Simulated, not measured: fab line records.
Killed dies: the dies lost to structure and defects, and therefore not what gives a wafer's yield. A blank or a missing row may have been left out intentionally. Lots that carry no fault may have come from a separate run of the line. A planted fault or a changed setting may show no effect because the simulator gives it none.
Check of tool commonality	flow rit_cmos	Lots sampled 14, wafers sampled 42

## REASON FOR OPENING
2 of 14 lots carry a flag on the reading GATE_OXIDE_THK at RIT_GATE_THK_MEAS_07. Fault-free wafers read 2.99 nm, with a standard deviation of 0.064.
Rule: a lot is flagged when every wafer of it that has a number lies more than 4 standard deviations from that mean, or none has a number. All remaining lots are regarded as sound.

lot	measured	on	GATE_OXIDE_THK (nm), wafer by wafer	flag
L695	day 2 12:01	film_metro-03	2.84 2.96 2.96	
L696	day 2 18:49	film_metro-02	3.00 3.00 2.97	
L698	day 3 04:16	film_metro-03	2.99 3.05 2.98	
L699	day 3 09:18	film_metro-04	2.96 2.92 2.93	
L700	day 3 15:39	film_metro-02	3.01 3.06 3.02	
L701	day 3 20:43	film_metro-04	2.93 2.90 2.94	
L702	day 3 22:02	film_metro-02	3.10 3.05 3.10	
L703	day 4 09:12	film_metro-02	3.07 3.05 3.12	
L704	day 4 14:07	film_metro-04	3.03 3.00 3.04	
L709	day 5 18:35	film_metro-03	3.85 3.75 3.84	FLAGGED
L710	day 5 23:20	film_metro-02	3.72 3.72 3.75	FLAGGED
L714	day 6 14:32	film_metro-04	2.93 2.92 2.95	
L716	day 6 20:56	film_metro-04	2.93 2.82 2.93	
L718	day 7 07:19	film_metro-02	2.95 3.00 2.94	
On average the flagged lots' numbers are 3.77 nm, which is +0.78 nm against the usual, or +12 standard deviations.

## WHICH TOOL RAN EACH LOT
The record keeps 1 process step preceding the reading, out of 202 steps on the route. Each cell gives the tool, then ch followed by the chambers the sampled wafers passed through, then the start.
lot	flag	RIT_GATE_OXIDATION_05
L695		furnace-01 ch 0, day 2 10:42
L696		furnace-03 ch 0, day 2 15:35
L698		furnace-04 ch 0, day 3 01:11
L699		furnace-01 ch 0, day 3 07:37
L700		furnace-04 ch 0, day 3 13:44
L701		furnace-04 ch 0, day 3 18:58
L702		furnace-03 ch 0, day 3 20:43
L703		furnace-03 ch 0, day 4 04:00
L704		furnace-01 ch 0, day 4 09:33
L709	FLAGGED	furnace-03 ch 0, day 5 14:19
L710	FLAGGED	furnace-03 ch 0, day 5 19:15
L714		furnace-04 ch 0, day 6 11:53
L716		furnace-04 ch 0, day 6 19:36
L718		furnace-04 ch 0, day 7 05:58
What these steps do:
- RIT_GATE_OXIDATION_05: target thk 3 nm, ox time 270 s.
- RIT_GATE_THK_MEAS_07

## FLAGGED AGAINST TOTAL, ONE TOOL AT A TIME (gauges that did the reading follow at the end)
step	tool	lots run	flagged	share of the flagged lots	sound lots run after its first flagged lot
RIT_GATE_OXIDATION_05	furnace-01	3	0	none	-
RIT_GATE_OXIDATION_05	furnace-03	5	2	all	0
RIT_GATE_OXIDATION_05	furnace-04	6	0	none	-
RIT_GATE_THK_MEAS_07	film_metro-02	6	1	some	1 (L718)
RIT_GATE_THK_MEAS_07	film_metro-03	3	1	some	0
RIT_GATE_THK_MEAS_07	film_metro-04	5	0	none	-

## THE TABLE: WHAT IT ALLOWS
All flagged lots share 1 row of the table, namely furnace-03 at RIT_GATE_OXIDATION_05.
- furnace-03 at RIT_GATE_OXIDATION_05 ran 5 lots, 2 of them flagged. It ran its last sound lot, L703, at day 4 04:00 and its first flagged lot, L709, at day 5 14:19: a fault with its onset between the two fits. Its own readings (spike_tc_centre_C, spike_tc_load_C, spike_tc_source_C, tube_center_temp_C, tube_center_temp_C_max) fall more than 4 standard deviations out on all wafers of the flagged lots.
furnace-03 at RIT_GATE_OXIDATION_05 is the single tool remaining.

## WHAT THE SIMULATOR HAD PUT IN
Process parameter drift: furnace-03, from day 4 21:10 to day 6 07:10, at RIT_GATE_OXIDATION_05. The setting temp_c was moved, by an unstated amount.
Struck lots among those shown: L709, L710. The same result came from the rule above.
